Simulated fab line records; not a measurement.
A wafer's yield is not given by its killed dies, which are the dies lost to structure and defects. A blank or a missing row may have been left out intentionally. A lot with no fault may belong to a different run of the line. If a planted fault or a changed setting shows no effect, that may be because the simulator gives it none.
fab line records | flow ritCmos
record: lots: 15 | wafers: 45 | lastDay: 7
route steps=202 shown FOX2@24 GATE@93 PLDD@118 M1@194
lots that met no fault: taken from a fault-free run of the same line
startH: hours from the record's first day to the start of the lot's first wafer shown | waitH: how many hours have passed since the lot's step before this one | " repeats the value in the row above | L1.1+2: a single row standing in for several wafers | - no value, or no start given | * or withheld: withheld | < > ~ a bound
route shown NAME@n: a module of which the file shows steps, and the number in the route of the first | usual: average and standard deviation across the fault-free wafers | same: alike in all rows | chamber/n: place in a boat | sites: the reading at each site | _std_site: the standard deviation of these | _edge_site: inner sites' mean taken away from outer sites' mean | radiusMm: how far each site lies from the wafer's centre | mask NAME#n: copy n | behind: the last tool/chamber to shape the wafer | hold: what put the lot on hold/how long, in hours/how the hold closed | device: the transistor (n, p or np) that didn't switch | end of line: at the end of the route, the tests of the same wafers | for a step that has no rows: nothing shown but its recipe | killed: dies that structure and defects cost at the first sort, which is not the same as the wafer's yield | map: dies across one wafer; x = killed, . = not, _ = none there
set.NAME: the run value of the setting; set.NAME@STEP: its run value at that earlier step | model.NAME: the simulator's own value behind a step, which no gauge read
route steps across a sampled set of lots; one table per step, one row per wafer
== steps ==
step: RIT_FOX2_THK_MEAS_01
recipe: reads: SiO2_of_FOX2_OXIDATION_00
usual: FOX2_OXIDE_THK: 352/6.4
lot.wafer | tool         | chamber | startH | waitH | FOX2_OXIDE_THK[nm]
L420.2    | filmMetro-01 | -       | 18.37  | 0.0   | 346
L420.4    | "            | -       | "      | "     | 340
L420.5    | "            | -       | "      | "     | 353
L421.3    | filmMetro-02 | -       | 23.39  | 0.0   | 359
L421.5    | "            | -       | "      | "     | 352
L421.6    | "            | -       | "      | "     | 356
L422.1    | filmMetro-04 | -       | 29.18  | 0.0   | 356
L422.4    | "            | -       | "      | "     | 354
L422.5    | "            | -       | "      | "     | 355
L424.2    | filmMetro-02 | -       | 38.51  | 0.0   | 349
L424.5    | "            | -       | "      | "     | 351
L424.6    | "            | -       | "      | "     | 350
L425.3    | filmMetro-02 | -       | 43.39  | 0.0   | 350
L425.4    | "            | -       | "      | "     | 342
L425.6    | "            | -       | "      | "     | 339
L426.1    | filmMetro-04 | -       | 48.33  | 0.0   | 344
L426.4    | "            | -       | "      | "     | 349
L426.6    | "            | -       | "      | "     | 353
L427.3    | filmMetro-02 | -       | 53.88  | 0.0   | 349
L427.4    | "            | -       | "      | "     | 347
L427.5    | "            | -       | "      | "     | 352
L429.1    | filmMetro-01 | -       | 64.70  | 0.0   | 362
L429.2    | "            | -       | "      | "     | 360
L429.5    | "            | -       | "      | "     | 367
L430.3    | filmMetro-04 | -       | 69.16  | 0.0   | 363
L430.4    | "            | -       | "      | "     | 355
L430.6    | "            | -       | "      | "     | 359
L431.1    | filmMetro-01 | -       | 73.37  | 0.0   | 353
L431.2    | "            | -       | "      | "     | 347
L431.5    | "            | -       | "      | "     | 352
L432.2    | filmMetro-01 | -       | 79.04  | 0.0   | 359
L432.3    | "            | -       | "      | "     | 357
L432.6    | "            | -       | "      | "     | 351
L440.3    | filmMetro-01 | -       | 120.95 | 0.0   | 354
L440.4    | "            | -       | "      | "     | 357
L440.6    | "            | -       | "      | "     | 356
L441.2    | filmMetro-01 | -       | 125.41 | 0.0   | 352
L441.5    | "            | -       | "      | "     | 349
L441.6    | "            | -       | "      | "     | 359
L442.1    | filmMetro-01 | -       | 130.04 | 0.0   | 347
L442.2    | "            | -       | "      | "     | 352
L442.6    | "            | -       | "      | "     | 350
L443.2    | filmMetro-01 | -       | 135.66 | 0.0   | 353
L443.3    | "            | -       | "      | "     | 349
L443.4    | "            | -       | "      | "     | 352
step: RIT_GATE_OVL_MEAS_17
usual: GATE_OVL: 1.0/1.3
lot.wafer | tool       | chamber | startH | waitH | GATE_OVL[nm]
L420.2    | overlay-02 | -       | 36.25  | 0.1   | 1.8
L420.4    | "          | -       | "      | "     | 2.0
L420.5    | "          | -       | "      | "     | 1.7
L421.3    | overlay-01 | -       | 41.31  | 0.1   | 0.8
L421.5    | "          | -       | "      | "     | 0.8
L421.6    | "          | -       | "      | "     | 0.6
L422.1    | overlay-02 | -       | 47.51  | 0.1   | 3.2
L422.4    | "          | -       | "      | "     | 2.2
L422.5    | "          | -       | "      | "     | 2.5
L424.2    | overlay-01 | -       | 58.40  | 0.1   | 0.8
L424.5    | "          | -       | "      | "     | 1.1
L424.6    | "          | -       | "      | "     | 1.2
L425.3    | overlay-02 | -       | 62.21  | 0.1   | 2.0
L425.4    | "          | -       | "      | "     | 1.2
L425.6    | "          | -       | "      | "     | 0.6
L426.1    | overlay-01 | -       | 65.64  | 0.1   | 0.1
L426.4    | "          | -       | "      | "     | 2.3
L426.6    | "          | -       | "      | "     | 1.6
L427.3    | overlay-01 | -       | 71.82  | 0.1   | 1.1
L427.4    | "          | -       | "      | "     | 2.8
L427.5    | "          | -       | "      | "     | 1.8
L429.1    | overlay-02 | -       | 82.21  | 0.1   | 0.8
L429.2    | "          | -       | "      | "     | 0.3
L429.5    | "          | -       | "      | "     | 1.6
L430.3    | overlay-01 | -       | 86.45  | 0.1   | 0.6
L430.4    | "          | -       | "      | "     | -0.5
L430.6    | "          | -       | "      | "     | -0.4
L431.1    | overlay-01 | -       | 91.31  | 0.1   | 2.1
L431.2    | "          | -       | "      | "     | 2.8
L431.5    | "          | -       | "      | "     | 2.5
L432.2    | overlay-02 | -       | 97.26  | 0.1   | 0.7
L432.3    | "          | -       | "      | "     | 0.7
L432.6    | "          | -       | "      | "     | 1.0
L440.3    | overlay-02 | -       | 142.63 | 0.1   | -2.0
L440.4    | "          | -       | "      | "     | -2.7
L440.6    | "          | -       | "      | "     | -1.1
L441.2    | overlay-02 | -       | 145.69 | 0.1   | 0.5
L441.5    | "          | -       | "      | "     | 0.0
L441.6    | "          | -       | "      | "     | 0.9
L442.1    | overlay-01 | -       | 148.12 | 0.1   | 0.6
L442.2    | "          | -       | "      | "     | -0.4
L442.6    | "          | -       | "      | "     | 0.7
L443.2    | overlay-01 | -       | 154.56 | 0.1   | 2.0
L443.3    | "          | -       | "      | "     | 0.4
L443.4    | "          | -       | "      | "     | 2.2
step: RIT_PLDD_PEB_04
recipe: resist: NOVOLAK | tempC: withheld | timeS: withheld
usual: chillPlateTempC: * | exhaustPa: 44.9/0.88
lot.wafer | tool          | chamber | startH | waitH | chillPlateTempC | exhaustPa
L420.2    | lithoTrack-02 | 0       | 42.06  | 0.1   | *               | 45.2
L420.4    | "             | 0       | "      | "     | *               | 45.3
L420.5    | "             | 0       | "      | "     | *               | 44.3
L421.3    | lithoTrack-01 | 0       | 47.08  | 0.1   | *               | 44.4
L421.5    | "             | 0       | "      | "     | *               | 44.5
L421.6    | "             | 0       | "      | "     | *               | 44.0
L422.1    | lithoTrack-01 | 0       | 53.51  | 0.1   | *               | 45.1
L422.4    | "             | 0       | "      | "     | *               | 44.7
L422.5    | "             | 0       | "      | "     | *               | 45.7
L424.2    | lithoTrack-04 | 0       | 64.22  | 0.1   | *               | 44.7
L424.5    | "             | 0       | "      | "     | *               | 46.5
L424.6    | "             | 0       | "      | "     | *               | 45.0
L425.3    | lithoTrack-04 | 0       | 68.07  | 0.1   | *               | 44.6
L425.4    | "             | 0       | "      | "     | *               | 44.8
L425.6    | "             | 0       | "      | "     | *               | 45.1
L426.1    | lithoTrack-01 | 0       | 71.78  | 0.1   | *               | 46.4
L426.4    | "             | 0       | "      | "     | *               | 45.2
L426.6    | "             | 0       | "      | "     | *               | 45.5
L427.3    | lithoTrack-04 | 0       | 78.32  | 0.1   | *               | 45.7
L427.4    | "             | 0       | "      | "     | *               | 46.5
L427.5    | "             | 0       | "      | "     | *               | 46.4
L429.1    | lithoTrack-04 | 0       | 87.93  | 0.1   | *               | 45.9
L429.2    | "             | 0       | "      | "     | *               | 45.3
L429.5    | "             | 0       | "      | "     | *               | 46.3
L430.3    | lithoTrack-02 | -       | 92.67  | 0.1   | -               | -
L430.4    | "             | -       | "      | "     | -               | -
L430.6    | "             | -       | "      | "     | -               | -
L431.1    | lithoTrack-04 | -       | 97.02  | 0.1   | -               | -
L431.2    | "             | -       | "      | "     | -               | -
L431.5    | "             | -       | "      | "     | -               | -
L432.2    | lithoTrack-04 | -       | 103.32 | 0.1   | -               | -
L432.3    | "             | -       | "      | "     | -               | -
L432.6    | "             | -       | "      | "     | -               | -
L440.3    | lithoTrack-01 | 0       | 148.66 | 0.1   | *               | 44.5
L440.4    | "             | 0       | "      | "     | *               | 44.5
L440.6    | "             | 0       | "      | "     | *               | 45.6
L441.2    | lithoTrack-01 | 0       | 151.26 | 0.1   | *               | 43.7
L441.5    | "             | 0       | "      | "     | *               | 44.7
L441.6    | "             | 0       | "      | "     | *               | 44.8
L442.1    | lithoTrack-02 | 0       | 153.84 | 0.1   | *               | 44.3
L442.2    | "             | 0       | "      | "     | *               | 43.0
L442.6    | "             | 0       | "      | "     | *               | 43.8
L443.2    | lithoTrack-04 | 0       | 160.34 | 0.1   | *               | 45.9
L443.3    | "             | 0       | "      | "     | *               | 45.2
L443.4    | "             | 0       | "      | "     | *               | 45.5
step: RIT_M1_OVL_MEAS_10
usual: M1_OVL: 0.5/1.5
lot.wafer | tool       | chamber | startH | waitH | M1_OVL[nm]
L420.2    | overlay-01 | -       | 53.81  | 0.1   | 1.0
L420.4    | "          | -       | "      | "     | 0.5
L420.5    | "          | -       | "      | "     | 1.2
L421.3    | overlay-01 | -       | 58.70  | 0.1   | -0.8
L421.5    | "          | -       | "      | "     | -1.3
L421.6    | "          | -       | "      | "     | 0.3
L422.1    | overlay-02 | -       | 65.13  | 0.1   | 1.0
L422.4    | "          | -       | "      | "     | 3.3
L422.5    | "          | -       | "      | "     | 2.1
L424.2    | overlay-01 | -       | 75.75  | 0.1   | -0.5
L424.5    | "          | -       | "      | "     | -0.9
L424.6    | "          | -       | "      | "     | 1.1
L425.3    | overlay-01 | -       | 80.35  | 0.1   | 0.0
L425.4    | "          | -       | "      | "     | 1.9
L425.6    | "          | -       | "      | "     | 2.0
L426.1    | overlay-01 | -       | 83.58  | 0.1   | 2.2
L426.4    | "          | -       | "      | "     | 2.7
L426.6    | "          | -       | "      | "     | 2.5
L427.3    | overlay-01 | -       | 90.01  | 0.1   | 1.6
L427.4    | "          | -       | "      | "     | 1.9
L427.5    | "          | -       | "      | "     | 0.4
L429.1    | overlay-01 | -       | 99.81  | 0.1   | 0.9
L429.2    | "          | -       | "      | "     | -0.6
L429.5    | "          | -       | "      | "     | -1.6
L430.3    | overlay-01 | -       | 104.22 | 0.1   | 0.8
L430.4    | "          | -       | "      | "     | 0.9
L430.6    | "          | -       | "      | "     | 0.7
L431.1    | overlay-02 | -       | 109.08 | 0.1   | -1.5
L431.2    | "          | -       | "      | "     | -1.0
L431.5    | "          | -       | "      | "     | -0.3
L432.2    | overlay-02 | -       | 115.08 | 0.1   | 0.1
L432.3    | "          | -       | "      | "     | -0.4
L432.6    | "          | -       | "      | "     | 0.9
L440.3    | overlay-01 | -       | 160.56 | 0.1   | -1.7
L440.4    | "          | -       | "      | "     | -0.8
L440.6    | "          | -       | "      | "     | 0.6
L441.2    | overlay-02 | -       | 163.15 | 0.1   | -0.4
L441.5    | "          | -       | "      | "     | -0.2
L441.6    | "          | -       | "      | "     | -0.3
L442.1    | overlay-02 | -       | 165.63 | 0.1   | 1.1
L442.2    | "          | -       | "      | "     | 3.1
L442.6    | "          | -       | "      | "     | 1.7
L443.2    | overlay-02 | -       | 171.78 | 0.1   | 1.5
L443.3    | "          | -       | "      | "     | 0.5
L443.4    | "          | -       | "      | "     | 2.5
== key ==
firstSign: step: RIT_PLDD_PEB_04 | reading: toolRecord | direction: missing
effect none on later readings
metAt RIT_PLDD_PEB_04
struckLots L430,L431,L432
sortLeftOut L430.3,L430.4,L430.6,L431.1,L431.2,L431.5,L432.2,L432.3,L432.6
testerLeftOut L430,L431,L432
notActingAt RIT_FOX2_THK_MEAS_01,RIT_GATE_OVL_MEAS_17,RIT_M1_OVL_MEAS_10
onsetBetween 87.93 92.67
fault: kind: skippedStepWhole | tool: lithoTrack-02,lithoTrack-04 | chamber: - | onsetH: 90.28 | steps: RIT_PLDD_PEB_04 | scope: struckLotsOnly
testerLeftOut: of these lots the tester's yield and bins aren't shown, on N5 and GAA mostly nor the transistor test; their killed dies are dies lost to structure and defects alone, not to doping, threshold or leakage, so they don't give the yield
sortLeftOut: the simulated sort isn't trusted on such a fault, so these wafers' sort isn't shown, and their yield isn't known
